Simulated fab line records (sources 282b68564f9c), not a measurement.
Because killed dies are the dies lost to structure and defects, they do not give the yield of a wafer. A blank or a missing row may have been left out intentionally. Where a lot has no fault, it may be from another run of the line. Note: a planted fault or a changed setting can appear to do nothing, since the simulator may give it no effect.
The tool behind it: which one? | flow rit_cmos | 21 wafers from 7 lots sampled at 2 of the route's 202 steps

## WHAT THE GAUGES READ, wafer by wafer
RIT_FOX2_THK_MEAS_91.
lot  | measured    | on            | FIELD_OXIDE_LEFT_2_THK (nm)
L651 | day 2 19:43 | film_metro-03 | 260 263 252
L653 | day 3 04:24 | film_metro-02 | 245 249 251
L655 | day 3 14:20 | film_metro-03 | 315 303 308
L657 | day 4 03:23 | film_metro-01 | 250 252 252
L666 | day 6 00:05 | film_metro-02 | 255 255 254
L668 | day 6 07:46 | film_metro-03 | 257 260 255
L672 | day 7 05:01 | film_metro-02 | 247 242 252

## EACH LOT AND THE TOOL THAT RAN IT (in order: tool; ch and the chambers of the sampled wafers; start)
lot  | RIT_GATE_WET_ETCH_00
L651 | wet_bench-04 ch 0, day 2 19:07
L653 | wet_bench-04 ch 0, day 3 03:59
L655 | wet_bench-04 ch 1, day 3 13:53
L657 | wet_bench-01 ch 1, day 4 02:58
L666 | wet_bench-04 ch 2, day 5 23:35
L668 | wet_bench-01 ch 1, day 6 07:21
L672 | wet_bench-04 ch 2, day 7 04:32
- RIT_GATE_WET_ETCH_00: etches SiO2 in BOE, target depth 56 nm, time 60 s.

## THE ANSWER, worked out from the rows above alone
Rule: usual is defined by the lots themselves. Put in order of their means at a reading, lots are off if they are a third of the lots or fewer, leave a main group of 4 or more, and stand apart from it by a gap of 3 or more times the standard deviation of the main group's means; of several such gaps the widest counts. Not used: any main group whose means are identical at the precision the tables above print for the reading. A lot without any number at a reading at which 4 lots or more have one is off too. Where the step has rows for the other lots, those lots are counted as sound.
Off: L655, at RIT_FOX2_THK_MEAS_91 (FIELD_OXIDE_LEFT_2_THK). Main group: mean 253 nm, sd 4.3.
A tool fits if, at a process step before that reading, it ran every lot that is off, and no sound lot after the first of them. The gauges at RIT_FOX2_THK_MEAS_91 are tried like those tools. No candidate that was tried fits.

## WHAT WAS PUT IN BY THE SIMULATOR
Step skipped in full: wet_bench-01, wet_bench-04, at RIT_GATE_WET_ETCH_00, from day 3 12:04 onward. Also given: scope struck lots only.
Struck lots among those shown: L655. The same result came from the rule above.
